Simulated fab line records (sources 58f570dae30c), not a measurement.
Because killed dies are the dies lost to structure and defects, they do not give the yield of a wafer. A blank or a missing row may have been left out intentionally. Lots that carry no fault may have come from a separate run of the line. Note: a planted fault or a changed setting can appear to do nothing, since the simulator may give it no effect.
Which of the tools did it? | flow berkeleyCmos170 | 42 wafers from 14 lots sampled at 2 of the route's 331 steps

WHAT EACH GAUGE READ, for each wafer
UCB170_V2_THK_MEAS_04. Usual: V2_POLISHED_THK 1000.3 nm, standard deviation 1.3.
lot  | measured     | on           | V2_POLISHED_THK (nm) | flag
L921 | day 8 22:41  | filmMetro-04 | 998.1 1002.1 998.1   | 
L920 | day 8 23:19  | filmMetro-04 | 1001.0 999.6 1002.8  | 
L922 | day 9 11:22  | filmMetro-04 | 1001.7 1001.3 1000.9 | 
L923 | day 9 13:06  | filmMetro-03 | 1000.0 1000.6 997.7  | 
L924 | day 9 13:44  | filmMetro-03 | 999.1 999.0 1001.3   | 
L925 | day 10 02:12 | filmMetro-03 | 999.1 1001.2 1001.1  | 
L926 | day 10 02:32 | filmMetro-04 | 1000.1 1001.3 1000.2 | 
L929 | day 10 11:54 | filmMetro-02 | 1001.3 999.1 1000.9  | 
L928 | day 10 13:32 | filmMetro-02 | 1000.4 998.2 998.2   | 
L930 | day 11 04:56 | filmMetro-04 | 1334.8 1358.8 1354.0 | OFF
L931 | day 11 06:16 | filmMetro-03 | 1002.4 999.5 1000.9  | 
L932 | day 11 06:59 | filmMetro-04 | 1320.4 1339.7 1352.8 | OFF
L940 | day 13 02:30 | filmMetro-04 | 999.2 1002.6 1000.9  | 
L942 | day 13 03:13 | filmMetro-03 | 998.3 1000.6 1000.9  | 

EACH LOT AND THE TOOL THAT RAN IT (in order: tool; ch and the chambers of the sampled wafers; start)
lot  | UCB170_V2_CMP_02
L921 | cmp-01 ch 1,3, day 8 22:16
L920 | cmp-02 ch 1,2,3, day 8 22:53
L922 | cmp-02 ch 0,2, day 9 10:59
L923 | cmp-01 ch 0,1,3, day 9 12:50
L924 | cmp-02 ch 1,2,3, day 9 13:26
L925 | cmp-01 ch 2,3, day 10 01:47
L926 | cmp-02 ch 0,1,2, day 10 02:07
L929 | cmp-02 ch 0,3, day 10 11:32
L928 | cmp-01 ch 2,3, day 10 13:09
L930 | cmp-02 ch 1,2, day 11 04:31
L931 | cmp-01 ch 0,1,3, day 11 05:52
L932 | cmp-02 ch 0,2,3, day 11 06:37
L940 | cmp-01 ch 0,1, day 13 02:04
L942 | cmp-01 ch 0,1,3, day 13 02:53
- UCB170_V2_CMP_02: polishes SiO2.

WHAT THE TOOLS THEMSELVES READ (means of the sampled wafers that have a number; where no wafer has one, the mark that the record gives instead)
UCB170_V2_CMP_02. Usual: edgeZonePressureFrac 1.000, standard deviation 0.0052; headPressurePsi 5.999 psi, standard deviation 0.013; motorCurrentA 16.5 A, standard deviation 1.5.
lot  | tool   | edgeZonePressureFrac | headPressurePsi (psi) | motorCurrentA (A) | flag
L921 | cmp-01 | 1.001                | 6.012                 | 16.7              | 
L920 | cmp-02 | 1.004                | 5.997                 | 16.5              | 
L922 | cmp-02 | 1.003                | 6.005                 | 16.8              | 
L923 | cmp-01 | 0.996                | 5.991                 | 17.4              | 
L924 | cmp-02 | 0.999                | 5.991                 | 16.4              | 
L925 | cmp-01 | 1.003                | 5.989                 | 18.6              | 
L926 | cmp-02 | 0.997                | 5.992                 | 16.7              | 
L929 | cmp-02 | 1.002                | 6.000                 | 15.8              | 
L928 | cmp-01 | 1.002                | 6.000                 | 16.6              | 
L930 | cmp-02 | 1.007                | 5.997                 | 16.5              | 
L931 | cmp-01 | 1.005                | 5.991                 | 18.1              | 
L932 | cmp-02 | 1.005                | 6.008                 | 16.5              | 
L940 | cmp-01 | 0.994                | 5.990                 | 16.4              | 
L942 | cmp-01 | 0.998                | 5.991                 | 17.5              | 

THE ANSWER, worked out from the rows above alone
Rule: a lot is off if the mean of its wafers that have a number lies more than 3 standard deviations from the usual mean. A lot without any number at a reading at which 4 lots or more have one is off too. The other lots that the step has rows for count as sound. After the gauges, taken in route order, come the tools' own readings; for these a lot's mean is taken, as printed above. At the first step where some lot is off, the reading lying furthest off is the one used; lots without a number count as furthest.
Off: at UCB170_V2_THK_MEAS_04 (V2_POLISHED_THK), L930, L932.
If a tool, at a process step before that reading, ran all the lots that are off and no sound lot after the first of them, it fits. Those tools and the gauges at UCB170_V2_THK_MEAS_04 are tried in the same way. One candidate fits, namely cmp-02 at UCB170_V2_CMP_02. Its last sound lot is L929 (day 10 11:32), its first lot that is off L930 (day 11 04:31): a fault that began between those two fits.

WHAT WAS PUT IN BY THE SIMULATOR
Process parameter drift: cmp-02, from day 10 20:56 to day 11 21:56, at UCB170_V2_CMP_02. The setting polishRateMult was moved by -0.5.
Shown lots that were struck: L930, L932. The same result came from the rule above.
